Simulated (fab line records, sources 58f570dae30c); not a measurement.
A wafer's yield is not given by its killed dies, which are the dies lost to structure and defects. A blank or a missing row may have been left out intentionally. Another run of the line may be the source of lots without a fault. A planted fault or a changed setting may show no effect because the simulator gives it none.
The tool behind it: which one? ; flow berkeley-cmos170 ; Sampling: 7 lots, 21 wafers, 3 of 331 route steps

WHAT THE GAUGES SHOWED, per wafer
UCB170_SDANNEAL_RS_MEAS_03: the measuring method here is four-point-probe.
lot;measured;on;NSD_RS (ohm/sq)
L500;day 7 07:45;film-metro-02;37.05 37.10 37.16
L503;day 7 19:09;film-metro-03;37.29 37.18 37.31
L504;day 8 09:10;film-metro-03;37.14 37.24 37.33
L507;day 8 09:48;film-metro-03;37.30 37.24 37.19
L511;day 9 21:58;film-metro-03;37.41 37.47 37.37
L517;day 10 11:14;film-metro-03;38.46 38.51 38.52
L520;day 11 00:23;film-metro-02;38.36 38.40 38.44

EACH LOT AND THE TOOL THAT RAN IT (in order: tool; ch and the chambers of the sampled wafers; start)
lot;UCB170_NSD_IMPLANT_08;UCB170_NSD_STRIP_09
L500;implanter-02 ch 0, day 7 04:13;plasma-asher-01 ch 0,1, day 7 04:22
L503;implanter-01 ch 0, day 7 17:38;plasma-asher-02 ch 0,1, day 7 17:47
L504;implanter-02 ch 0, day 8 07:31;plasma-asher-04 ch 0,1, day 8 07:40
L507;implanter-01 ch 0, day 8 08:10;plasma-asher-04 ch 0,1, day 8 08:19
L511;implanter-03 ch 0, day 9 18:51;plasma-asher-04 ch 0,1, day 9 18:59
L517;implanter-02 ch 0, day 10 08:29;plasma-asher-04 ch 0,1, day 10 08:37
L520;implanter-02 ch 0, day 10 22:55;plasma-asher-01 ch 0,1, day 10 23:03
- UCB170_NSD_IMPLANT_08
- UCB170_NSD_STRIP_09: strips in O2.

THE ANSWER, worked out from the rows above alone
Rule: the usual values come from the lots themselves. Put in order of their means at a reading, lots are off if they are a third of the lots or fewer, leave a main group of 4 or more, and stand apart from it by a gap of 3 or more times the standard deviation of the main group's means; of several such gaps the widest counts. Not used: any main group whose means are identical at the precision the tables above print for the reading. Also off: a lot with no number at a reading for which 4 or more lots have one. All remaining lots with rows at the step are treated as sound.
Off: L517, L520, seen at UCB170_SDANNEAL_RS_MEAS_03 (NSD_RS). For the main group the mean is 37.25 ohm/sq and the standard deviation 0.1.
A tool fits if, at a process step before that reading, it ran every lot that is off, and no sound lot after the first of them. The gauges at UCB170_SDANNEAL_RS_MEAS_03 are tried like those tools. One fits: UCB170_NSD_IMPLANT_08 on implanter-02. A fault onset in the window from L504 (day 8 07:31, its last sound lot) to L517 (day 10 08:29, its first lot off) fits.

WHAT THE SIMULATOR HAD INSERTED
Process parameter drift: implanter-02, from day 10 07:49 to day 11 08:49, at UCB170_NSD_IMPLANT_08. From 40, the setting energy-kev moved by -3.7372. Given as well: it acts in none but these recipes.
Struck lots among those shown: L517, L520. This agrees with what the rule above found.
